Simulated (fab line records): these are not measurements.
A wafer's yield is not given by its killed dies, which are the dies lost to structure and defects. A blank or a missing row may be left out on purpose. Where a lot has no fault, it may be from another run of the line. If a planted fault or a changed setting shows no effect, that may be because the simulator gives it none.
Which tool is to blame? :: flow rit_cmos :: 14 lots, 42 wafers sampled, at 4 steps of a route of 202

== WHAT THE GAUGES SHOWED, per wafer ==
RIT_PWELL_TW_MEAS_10.
lot: L910
measured: day 1 23:39
on: film_metro-04
PWELL_TW: 955 958 962

lot: L913
measured: day 2 13:22
on: film_metro-03
PWELL_TW: 963 958 959

lot: L918
measured: day 3 14:47
on: film_metro-04
PWELL_TW: 966 961 961

lot: L922
measured: day 4 11:51
on: film_metro-01
PWELL_TW: 961 961 959

lot: L923
measured: day 4 16:50
on: film_metro-03
PWELL_TW: 958 956 957

lot: L924
measured: day 4 20:22
on: film_metro-04
PWELL_TW: 959 962 960

lot: L925
measured: day 5 01:24
on: film_metro-03
PWELL_TW: 960 965 961

lot: L926
measured: day 5 07:23
on: film_metro-04
PWELL_TW: 962 961 966

lot: L927
measured: day 5 13:48
on: film_metro-03
PWELL_TW: 959 953 966

lot: L928
measured: day 5 18:59
on: film_metro-04
PWELL_TW: 962 964 961

lot: L929
measured: day 5 22:02
on: film_metro-04
PWELL_TW: 968 965 959

lot: L930
measured: day 6 02:41
on: film_metro-04
PWELL_TW: 961 963 959

lot: L931
measured: day 6 07:33
on: film_metro-04
PWELL_TW: 960 954 961

lot: L933
measured: day 6 18:50
on: film_metro-04
PWELL_TW: 963 960 961

RIT_NRETRO_OVL_MEAS_06.
lot: L910
measured: day 2 06:02
on: overlay-02
NRETRO_OVL (nm): 1.0 1.5 2.4

lot: L913
measured: day 2 19:40
on: overlay-01
NRETRO_OVL (nm): 2.5 1.9 3.7

lot: L918
measured: day 3 21:23
on: overlay-02
NRETRO_OVL (nm): 2.5 0.1 0.8

lot: L922
measured: day 4 18:07
on: overlay-02
NRETRO_OVL (nm): 1.7 -0.2 2.9

lot: L923
measured: day 4 23:29
on: overlay-02
NRETRO_OVL (nm): 5.2 2.5 4.5

lot: L924
measured: day 5 02:45
on: overlay-01
NRETRO_OVL (nm): 2.7 1.0 2.3

lot: L925
measured: day 5 07:40
on: overlay-01
NRETRO_OVL (nm): 3.0 3.2 3.1

lot: L926
measured: day 5 13:38
on: overlay-02
NRETRO_OVL (nm): 1.5 3.5 2.6

lot: L927
measured: day 5 21:13
on: overlay-01
NRETRO_OVL (nm): 1.0 -1.1 2.5

lot: L928
measured: day 6 01:22
on: overlay-01
NRETRO_OVL (nm): 2.6 3.8 3.1

lot: L929
measured: day 6 04:36
on: overlay-01
NRETRO_OVL (nm): 3.0 3.3 2.9

lot: L930
measured: day 6 09:05
on: overlay-01
NRETRO_OVL (nm): 0.1 1.8 1.9

lot: L931
measured: day 6 14:10
on: overlay-01
NRETRO_OVL (nm): 3.1 2.7 1.5

lot: L933
measured: day 7 01:13
on: overlay-01
NRETRO_OVL (nm): 0.8 1.6 2.3

RIT_REOX_THK_MEAS_04.
lot: L910
measured: day 2 16:57
on: film_metro-04
REOX_OXIDE_THK (nm): 25.1 25.2 24.7

lot: L913
measured: day 8 06:22
on: film_metro-03
REOX_OXIDE_THK (nm): 25.2 25.2 24.8

lot: L918
measured: day 9 08:44
on: film_metro-03
REOX_OXIDE_THK (nm): 25.2 25.0 25.1

lot: L922
measured: day 5 05:48
on: film_metro-03
REOX_OXIDE_THK (nm): 26.0 26.0 26.1

lot: L923
measured: day 5 15:05
on: film_metro-01
REOX_OXIDE_THK (nm): 25.0 25.2 25.4

lot: L924
measured: day 5 14:56
on: film_metro-03
REOX_OXIDE_THK (nm): 25.3 25.2 24.9

lot: L925
measured: day 5 18:37
on: film_metro-03
REOX_OXIDE_THK (nm): 25.5 26.1 25.7

lot: L926
measured: day 6 00:03
on: film_metro-04
REOX_OXIDE_THK (nm): 24.4 25.0 24.5

lot: L927
measured: day 6 07:29
on: film_metro-03
REOX_OXIDE_THK (nm): 24.4 24.7 24.8

lot: L928
measured: day 6 11:51
on: film_metro-03
REOX_OXIDE_THK (nm): 24.6 24.9 24.6

lot: L929
measured: day 6 14:52
on: film_metro-04
REOX_OXIDE_THK (nm): 25.2 25.1 25.3

lot: L930
measured: day 6 20:56
on: film_metro-03
REOX_OXIDE_THK (nm): 24.5 24.8 24.6

lot: L931
measured: day 7 00:47
on: film_metro-03
REOX_OXIDE_THK (nm): 25.2 25.0 25.3

lot: L933
measured: day 7 12:56
on: film_metro-04
REOX_OXIDE_THK (nm): 25.3 25.4 25.3

== WHICH TOOL RAN EACH LOT (tool, then ch and the chambers of the sampled wafers, then the start) ==
lot: L910
RIT_GATE_OXIDATION_05: furnace-02 ch 0, day 2 08:49

lot: L913
RIT_GATE_OXIDATION_05: furnace-02 ch 0, day 7 22:32

lot: L918
RIT_GATE_OXIDATION_05: furnace-02 ch 0, day 9 00:13

lot: L922
RIT_GATE_OXIDATION_05: furnace-03 ch 0, day 4 21:19

lot: L923
RIT_GATE_OXIDATION_05: furnace-03 ch 0, day 5 05:47

lot: L924
RIT_GATE_OXIDATION_05: furnace-03 ch 0, day 5 05:47

lot: L925
RIT_GATE_OXIDATION_05: furnace-01 ch 0, day 5 11:03

lot: L926
RIT_GATE_OXIDATION_05: furnace-02 ch 0, day 5 16:22

lot: L927
RIT_GATE_OXIDATION_05: furnace-03 ch 0, day 5 23:56

lot: L928
RIT_GATE_OXIDATION_05: furnace-02 ch 0, day 6 04:10

lot: L929
RIT_GATE_OXIDATION_05: furnace-02 ch 0, day 6 07:18

lot: L930
RIT_GATE_OXIDATION_05: furnace-01 ch 0, day 6 11:58

lot: L931
RIT_GATE_OXIDATION_05: furnace-01 ch 0, day 6 16:53

lot: L933
RIT_GATE_OXIDATION_05: furnace-01 ch 0, day 7 04:16
- RIT_GATE_OXIDATION_05: target thk 3 nm, ox time 270 s.

== AS READ BY THE TOOLS THEMSELVES (means over the sampled wafers that have a number; for cases with no such wafer, the mark the record gives instead) ==
RIT_GATE_OXIDATION_05.
lot: L910
tool: furnace-02
ox_temp_c (C): 900.1
zone_power_source_pct (%): 25

lot: L913
tool: furnace-02
ox_temp_c (C): 900.0
zone_power_source_pct (%): 25

lot: L918
tool: furnace-02
ox_temp_c (C): 900.4
zone_power_source_pct (%): 25

lot: L922
tool: furnace-03
ox_temp_c (C): 900.4
zone_power_source_pct (%): 33

lot: L923
tool: furnace-03
ox_temp_c (C): 900.1
zone_power_source_pct (%): 34

lot: L924
tool: furnace-03
ox_temp_c (C): 899.8
zone_power_source_pct (%): 34

lot: L925
tool: furnace-01
ox_temp_c (C): 899.9
zone_power_source_pct (%): 25

lot: L926
tool: furnace-02
ox_temp_c (C): 900.1
zone_power_source_pct (%): 25

lot: L927
tool: furnace-03
ox_temp_c (C): 900.1
zone_power_source_pct (%): 33

lot: L928
tool: furnace-02
ox_temp_c (C): 899.8
zone_power_source_pct (%): 25

lot: L929
tool: furnace-02
ox_temp_c (C): 900.1
zone_power_source_pct (%): 25

lot: L930
tool: furnace-01
ox_temp_c (C): 900.0
zone_power_source_pct (%): 25

lot: L931
tool: furnace-01
ox_temp_c (C): 900.2
zone_power_source_pct (%): 25

lot: L933
tool: furnace-01
ox_temp_c (C): 900.1
zone_power_source_pct (%): 25

== THE ANSWER, worked out from the rows above alone ==
Rule: the lots themselves supply what counts as usual. Put in order of their means at a reading, lots are off if they are a third of the lots or fewer, leave a main group of 4 or more, and stand apart from it by a gap of 3 or more times the standard deviation of the main group's means; of several such gaps the widest counts. A main group is skipped when, at the precision printed for the reading in the tables above, its means are all equal. A lot without any number at a reading at which 4 lots or more have one is off too. Any other lot the step has rows for is counted as sound. The gauges are gone through in route order, then the tools' own readings, and for those a lot's mean is taken as printed above. The first step at which some lot is off is used, and at that step the reading that is off furthest; a lot without a number counts as furthest.
None of the lots is off at any reading shown; this tells nothing.

== WHAT HAD BEEN PUT IN BY THE SIMULATOR ==
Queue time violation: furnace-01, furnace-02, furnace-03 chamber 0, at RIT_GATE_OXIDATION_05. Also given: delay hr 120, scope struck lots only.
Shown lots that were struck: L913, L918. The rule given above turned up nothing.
